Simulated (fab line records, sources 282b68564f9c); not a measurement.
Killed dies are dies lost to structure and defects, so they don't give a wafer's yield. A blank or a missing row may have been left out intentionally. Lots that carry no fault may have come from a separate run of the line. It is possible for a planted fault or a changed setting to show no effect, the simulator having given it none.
Split-lot trial ; flow rit_cmos ; 23 wafers read from 5 lots, route of 202 steps

## ABOUT THE SPLIT
At RIT_SILICIDE_SPUTTER_01 (material Ti, target thk 30 nm, time 240 s), the setting power_w was moved away from the recipe's 350 W on 8 of the 23 wafers read, by -11.7% to +3.5%. The other wafers ran this setting at the recipe's value.

## FROM THE SPLIT TO THE READING: what the file shows between them, 1 step
- RIT_SILICIDE_RS_MEAS_02: measures by four-point-probe

## THE READING
SILICIDE_TI_THK, in nm, at RIT_SILICIDE_THK_MEAS_03 (measures by xrf). A value of 30.1 nm with a standard deviation of 0.39 nm is what fault-free wafers of this fab line usually give.

wafer;tool, chamber at the split;power_w as run, W;against the recipe;SILICIDE_TI_THK, nm;against lot-mates on the recipe
L075.1;pvd_sputter-02, -;350;recipe;30.8;-
L075.2;pvd_sputter-02, -;309.1;-11.7%;26.4;-4.2
L075.3;pvd_sputter-02, -;350;recipe;30.3;-
L075.4;pvd_sputter-02, -;309.1;-11.7%;27.4;-3.2
L075.6;pvd_sputter-02, -;309.1;-11.7%;27.0;-3.6
L076.1;pvd_sputter-03, -;350;recipe;29.5;-
L076.2;pvd_sputter-03, -;350;recipe;30.0;-
L076.4;pvd_sputter-03, -;350;recipe;29.5;-
L076.5;pvd_sputter-03, -;362.1;+3.5%;31.1;+1.4
L076.6;pvd_sputter-03, -;362.1;+3.5%;30.5;+0.8
L083.1;pvd_sputter-02, -;350;recipe;29.9;-
L083.4;pvd_sputter-02, -;350;recipe;30.4;-
L083.6;pvd_sputter-02, -;350;recipe;29.7;-
L084.1;pvd_sputter-03, -;338.3;-3.3%;28.9;-1.2
L084.2;pvd_sputter-03, -;350;recipe;30.4;-
L084.4;pvd_sputter-03, -;338.3;-3.3%;28.9;-1.2
L084.5;pvd_sputter-03, -;338.3;-3.3%;29.1;-1.0
L084.6;pvd_sputter-03, -;350;recipe;29.9;-
L085.1;pvd_sputter-02, -;350;recipe;29.7;-
L085.2;pvd_sputter-02, -;350;recipe;30.5;-
L085.3;pvd_sputter-02, -;350;recipe;30.3;-
L085.4;pvd_sputter-02, -;350;recipe;30.0;-
L085.6;pvd_sputter-02, -;350;recipe;30.7;-

THE FIT
A straight line over all 23 wafers: SILICIDE_TI_THK changes by +0.268 nm for each +1% of power_w; r = +0.95; the points scatter about the line by 0.4 nm.
The same after taking each lot's own level away (the mean of its wafers on the recipe; 23 wafers): +0.313 nm for each +1%; r = +0.97; scatter 0.32 nm.
According to that fit, moving power_w by its largest amount changes the reading by 3.7 nm.
From 29.67 to 30.55 nm: that is the span of the lots' own levels, equal to 2.3 times the standard deviation above.
Hence the slope depends on the lot-to-lot level, as the two fits are not the same.
Check: with one of the wafers moved furthest among these (-11.7%) left out of the fit, the line predicts -3.46 nm for it against its lot-mates. Against them it came out at -4.15 nm.

## ADDITIONAL SPLITS CARRIED BY THESE WAFERS
Other splits were also applied to these wafers ahead of the reading. Each is held against what the fit with the lots' levels taken away leaves over:
other split on the same wafers;wafers away from the commonest value;r with SILICIDE_TI_THK (lot level and that fit taken away)
RIT_SPACER_ETCHBACK_05 time_s;10;+0.07
RIT_PSD_COAT_01 resist_thk_nm;12;+0.12
RIT_SDANNEAL_RTA_03 time_s;11;-0.10

## THE WHOLE CHAIN: every reading that the file lists as answering this split, in the file's order
step;what it does;reading;change (the file's fit);r (the file's)
RIT_SILICIDE_SPUTTER_01;material Ti, target thk 30 nm, time 240 s;Ti_of_SILICIDE_SPUTTER_01.thk_nm (the simulator's own value, which no gauge read);+0.303 nm for each +1% of the setting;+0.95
RIT_SILICIDE_RS_MEAS_02;measures by four-point-probe;SILICIDE_TI_RS;-0.667 for each +1% of the setting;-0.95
RIT_SILICIDE_THK_MEAS_03;measures by xrf;SILICIDE_TI_THK;+0.315 for each +1% of the setting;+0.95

## FILE'S OWN FIT
SILICIDE_TI_THK changes by +0.315 nm for each +1% of power_w, r = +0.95.
